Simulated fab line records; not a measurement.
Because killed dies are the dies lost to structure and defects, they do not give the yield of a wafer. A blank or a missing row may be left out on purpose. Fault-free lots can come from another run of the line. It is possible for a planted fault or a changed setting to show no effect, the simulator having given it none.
Problem report, 8D (eight disciplines) form, completed by code / flow berkeley cmos170 / the parts of the form that need people (team, actions taken, sign-off) are left out

## 1. WHAT IS WRONG
cd nm at UCB170_NLDD_CD_MEAS_06 reads a mean of 1189.0 nm on 6 wafers of 2 lots; wafers without a fault read 1199.9 nm with a standard deviation of 1.6. That puts it -6.8 standard deviations away from the usual mean.
The step: target cd 1200 nm.
Seen first at day 7 14:44 on cd sem-01, wafer L144.2. The record holds 42 wafers of 14 lots with a number at this step. The rule behind "out" and "out of limits": a value lying over 4 standard deviations away from the usual mean. The rest of the wafers with a number are treated as sound.

## 2. WHAT IT IS AND WHAT IT IS NOT
question=which readings at this step | is=cd nm | is not=-
question=which lots | is=L144, L145 | is not=L139, L140, L141, L142, L146, L152, L153, L154, L155, L158, L159, L160
question=which wafers of those lots | is=all that have a number | is not=-
question=read on which gauges | is=cd sem-01 | is not=cd sem-02
question=when | is=from day 7 14:44 | is not=up to then (12 sound wafers); but 24 sound wafers of L146, L152, L153, L154, L155, L158, L159, L160 came after

## 3. SUSPECTS, AND WHAT RULES EACH OUT
Counting: any tool at a process step up to the reading is kept as a suspect provided that every lot that is out went through it and no sound lot did after the first of them.
- the gauge at UCB170_NLDD_CD_MEAS_06: kept. All the wafers that are out were read on cd sem-01, and no step on other tools shows them out.
- litho track-02 at UCB170_NLDD_DEVELOP_05 (develop time 45 s): kept. All lots that are out passed through it, beginning with L144 at day 7 14:00, and no sound lot followed; its final sound lot before that point was L142 at day 6 23:00.
The count leaves cd sem-01 at UCB170_NLDD_CD_MEAS_06 and litho track-02 at UCB170_NLDD_DEVELOP_05.

## 4. THE CAUSE (what the simulator had put in)
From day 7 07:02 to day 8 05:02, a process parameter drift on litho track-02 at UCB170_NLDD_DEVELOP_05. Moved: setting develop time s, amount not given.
Counting left 2 suspects, and this tool is among them.

## 5. SEQUENCE OF EFFECTS, ordered by route
Rows list readings where the struck wafers' mean (over those with a number) sits beyond 3 standard deviations from the usual. Readings are gone through only where the record gives a usual standard deviation; hours: the median, over the lots, of the time from a lot's start at the first step in this table giving one to that lot's start at this step; sigmas: the change measured in usual standard deviations.
hours=0; step=UCB170_NLDD_CD_MEAS_06; reading=cd nm; usual=1199.9 nm; on struck wafers=1189.0; change=-10.9; sigmas=-6.8

## 6. HOW IT WOULD HAVE BEEN CAUGHT EARLIER
In this record the first reading out of limits at a measuring or inspecting step was taken at day 7 14:44, 8 hours after the fault began at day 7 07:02.
Of the tool readings at UCB170_NLDD_DEVELOP_05 for which the record gives a usual standard deviation, none was out on any struck wafer, so an alarm limit of 4 standard deviations on them would not have fired.
Among the 2 lots that are out, L145 began UCB170_NLDD_DEVELOP_05 on litho track-02 after day 7 14:44. Holding the tool at that time would have saved it.
